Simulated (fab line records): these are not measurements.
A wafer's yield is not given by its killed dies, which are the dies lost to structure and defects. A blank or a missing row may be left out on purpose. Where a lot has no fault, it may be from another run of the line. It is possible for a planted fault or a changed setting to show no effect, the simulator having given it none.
Which tool was responsible?    flow ritCmos    39 wafers from 13 lots sampled at 2 of the route's 202 steps

## WHAT EACH GAUGE READ, for each wafer
The record holds no reading of a measuring or inspecting step that can be judged against a usual standard deviation.

## EACH LOT AND THE TOOL THAT RAN IT (in order: tool; ch and the chambers of the sampled wafers; start)
lot   RIT_M1_STRIP_13                RIT_M1_PROBE_99
L143  wetBench-03 ch 0, day 3 09:21  prober-01, day 3 12:47
L144  wetBench-01 ch 3, day 3 11:32  prober-02, day 3 14:20
L145  wetBench-01 ch 2, day 3 16:28  prober-01, day 3 19:28
L146  wetBench-01 ch 3, day 3 23:19  prober-02, day 4 02:02
L147  wetBench-01 ch 3, day 4 02:52  prober-01, day 4 06:06
L148  wetBench-01 ch 2, day 4 08:39  prober-02, day 4 10:49
L149  wetBench-01 ch 1, day 4 14:49  prober-01, day 4 16:56
L150  wetBench-02 ch 3, day 4 21:29  prober-02, day 4 23:40
L151  wetBench-02 ch 1, day 5 03:29  prober-01, day 5 06:16
L153  wetBench-03 ch 0, day 5 12:09  prober-02, day 5 14:25
L155  wetBench-03 ch 3, day 5 20:56  prober-02, day 5 23:10
L160  wetBench-03 ch 0, day 6 20:34  prober-01, day 6 23:40
L166  wetBench-02 ch 3, day 8 08:15  prober-01, day 8 10:43
- RIT_M1_STRIP_13: strips in nmp, time 600 s.
- RIT_M1_PROBE_99

## AS READ BY THE TOOLS THEMSELVES (means over the sampled wafers that have a number; for cases with no such wafer, the mark the record gives instead)
RIT_M1_STRIP_13.
lot   tool         bathHeatDutyPct (%)  runLengthS (s)
L143  wetBench-03  18.5                 625
L144  wetBench-01  18.2                 624
L145  wetBench-01  17.9                 625
L146  wetBench-01  19.3                 632
L147  wetBench-01  18.7                 631
L148  wetBench-01  18.0                 633
L149  wetBench-01  17.7                 634
L150  wetBench-02  16.5                 627
L151  wetBench-02  19.9                 625
L153  wetBench-03  18.5                 625
L155  wetBench-03  15.1                 624
L160  wetBench-03  18.3                 469
L166  wetBench-02  16.9                 626

RIT_M1_PROBE_99.
lot   tool       defectLimitedYield (%)  killedAtContacts  killedAtFrontEnd  killedDies  killedOpen  killedShort  sort_bin_3_pad_short (%)  sort_bin_5_function (%)  sort_bin_6_memory (%)  sortNPass  sortYieldPct (%)
L143  prober-01  98.0                    0.0               5                 5           2.3         3.0          0.3                       1.4                      0.4                    259        98.0
L144  prober-02  96.7                    0.0               9                 9           3.7         5.0          0.4                       1.3                      1.6                    255        96.7
L145  prober-01  96.7                    0.0               9                 9           4.7         4.0          0.1                       2.4                      0.8                    255        96.7
L146  prober-02  96.3                    0.3               9                 10          4.3         5.3          0.1                       2.1                      1.4                    254        96.3
L147  prober-01  98.0                    0.3               5                 5           3.7         1.7          0.1                       1.4                      0.5                    259        98.0
L148  prober-02  96.5                    0.0               9                 9           3.3         6.0          0.3                       1.9                      1.4                    255        96.5
L149  prober-01  96.5                    0.0               9                 9           4.7         4.7          0.0                       2.3                      1.3                    255        96.5
L150  prober-02  98.7                    0.0               3                 3           1.7         1.7          0.0                       1.0                      0.3                    261        98.7
L151  prober-01  97.3                    0.0               7                 7           3.0         4.0          0.3                       1.3                      1.1                    257        97.3
L153  prober-02  97.4                    0.0               7                 7           1.3         5.3          0.0                       1.5                      1.0                    257        97.4
L155  prober-02  97.5                    0.0               7                 7           3.3         3.3          0.1                       1.6                      0.8                    257        97.5
L160  prober-01  98.5                    0.0               4                 4           1.3         2.7          0.0                       1.2                      0.4                    260        98.5
L166  prober-01  98.3                    0.0               4                 4           2.7         1.7          0.0                       0.8                      0.9                    260        98.3

## THE ANSWER, worked out from the rows above alone
Rule: what is usual is taken from the lots themselves. Put in order of their means at a reading, lots are off if they are a third of the lots or fewer, leave a main group of 4 or more, and stand apart from it by a gap of 3 or more times the standard deviation of the main group's means; of several such gaps the widest counts. If all means in a main group match to the digits the tables above print for the reading, that group is not used. A lot without any number at a reading at which 4 lots or more have one is off too. Any other lot the step has rows for is counted as sound. Order of review: gauges by route order, followed by the tools' own readings, for which a lot's mean as printed above is used. At the first step where some lot is off, the reading lying furthest off is the one used; lots without a number count as furthest.
Off, at RIT_M1_STRIP_13 on runLengthS: L160. Mean 628 s and standard deviation 3.6 in the main group.
If a tool, at that step or one of the process steps before it, ran each lot that is off and ran no sound lot following the first of them, it fits. One fits: wetBench-03 at RIT_M1_STRIP_13. Its last sound lot is L155 (day 5 20:56), its first lot that is off L160 (day 6 20:34): a fault that began between those two fits.
The tool's own readings at RIT_M1_STRIP_13 bear it out: on the lots that are off they differ by more than 5 times the standard deviation of the sound lots' means. runLengthS reads 469 s there against 628 s on the sound lots.

## WHAT THE SIMULATOR PUT IN
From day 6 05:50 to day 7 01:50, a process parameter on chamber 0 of wetBench-03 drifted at RIT_M1_STRIP_13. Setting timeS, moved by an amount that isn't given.
Shown lots that were struck: L160. The rule above reached the same finding.
